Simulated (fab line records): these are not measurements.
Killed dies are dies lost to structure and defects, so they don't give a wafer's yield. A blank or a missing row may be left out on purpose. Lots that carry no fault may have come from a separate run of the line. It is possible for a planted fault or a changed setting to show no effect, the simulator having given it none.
8D (eight disciplines) problem report, filled in by code    flow rit_cmos    the parts of the form that need people (team, actions taken, sign-off) are left out

== 1. WHAT IS WRONG ==
PRETRO_TW at RIT_PRETRO_TW_MEAS_10 reads a mean of 580.9 on 9 wafers of 3 lots; wafers without a fault read 481.3 with a standard deviation of 2.7. That is +37 standard deviations from the usual mean.
The first sign was on wafer L799.1 at day 4 19:00, on film_metro-04. Wafers with a number at this step in the record: 42, from 14 lots. By rule, "out" or "out of limits" means more than 4 standard deviations away from the usual mean. The other wafers with a number count as sound.

== 2. WHAT IT IS, WHAT IT ISN'T ==
question                     is                            is not
which readings at this step  PRETRO_TW                     -
which lots                   L799, L800, L802              L788, L789, L790, L791, L792, L793, L806, L807, L808, L809, L811
which wafers of those lots   all that have a number        -
read on which gauges         film_metro-01, film_metro-04  -
when                         from day 4 19:00              up to then (18 sound wafers); but 15 sound wafers of L806, L807, L808, L809, L811 came after

== 3. THE SUSPECTS, EACH WITH WHAT RULES IT OUT ==
Counting: a tool at any process step up to the reading remains a suspect when it ran all the lots that are out and ran no sound lot after the first of those.
- ruled out: the gauge at RIT_PRETRO_TW_MEAS_10. 2 gauges (film_metro-01, film_metro-04) read the wafers that are out.
- implanter-02 at RIT_PRETRO_IMPLANT_08: kept. It ran every lot that is out, first L799 (day 4 18:41), and no sound lot after that; its last sound lot up to then is L792 (day 3 11:49). Its own readings are out on those wafers: dose_ions_cm2, faraday_current_uA.
The count leaves implanter-02 at RIT_PRETRO_IMPLANT_08.

== 4. THE CAUSE (what the simulator had put in) ==
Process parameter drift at RIT_PRETRO_IMPLANT_08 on implanter-02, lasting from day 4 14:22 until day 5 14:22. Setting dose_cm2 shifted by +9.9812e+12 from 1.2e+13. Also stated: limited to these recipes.
This tool alone remained once counting was done.

== 5. THE EFFECT CHAIN, in route order ==
Each row: a reading where the mean over the struck wafers with a number is more than 3 standard deviations away from the usual. Scope: only readings with a usual standard deviation given in the record; hours: median across lots of the time from each lot's start at the first step in this table that gives one to its start at this step; sigmas: change in usual standard deviations.
hours  step                   reading             usual       on struck wafers  change       sigmas
0      RIT_PRETRO_IMPLANT_08  dose_ions_cm2       1.1998e+13  2.1978e+13        +9.9797e+12  +99 or more
0      RIT_PRETRO_IMPLANT_08  faraday_current_uA  38.0        69.0              +31.0        +41
0      RIT_PRETRO_TW_MEAS_10  PRETRO_TW           481.3       580.9             +99.6        +37
It contains these process steps:
- RIT_PRETRO_IMPLANT_08

== 6. HOW IT WOULD HAVE BEEN CAUGHT EARLIER ==
Counted from the fault's start at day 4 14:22, it took 5 hours until the first out-of-limits reading at a measuring or inspecting step in this record, taken at day 4 19:00.
The tool's own readings at RIT_PRETRO_IMPLANT_08 were out on every struck wafer that the step has a row for (dose_ions_cm2, faraday_current_uA): an alarm limit on them would have fired on the first of those.
Lots out: 3; of these, L800, L802 started RIT_PRETRO_IMPLANT_08 on implanter-02 after day 4 19:00. A hold on the tool at that time would have spared those 2.
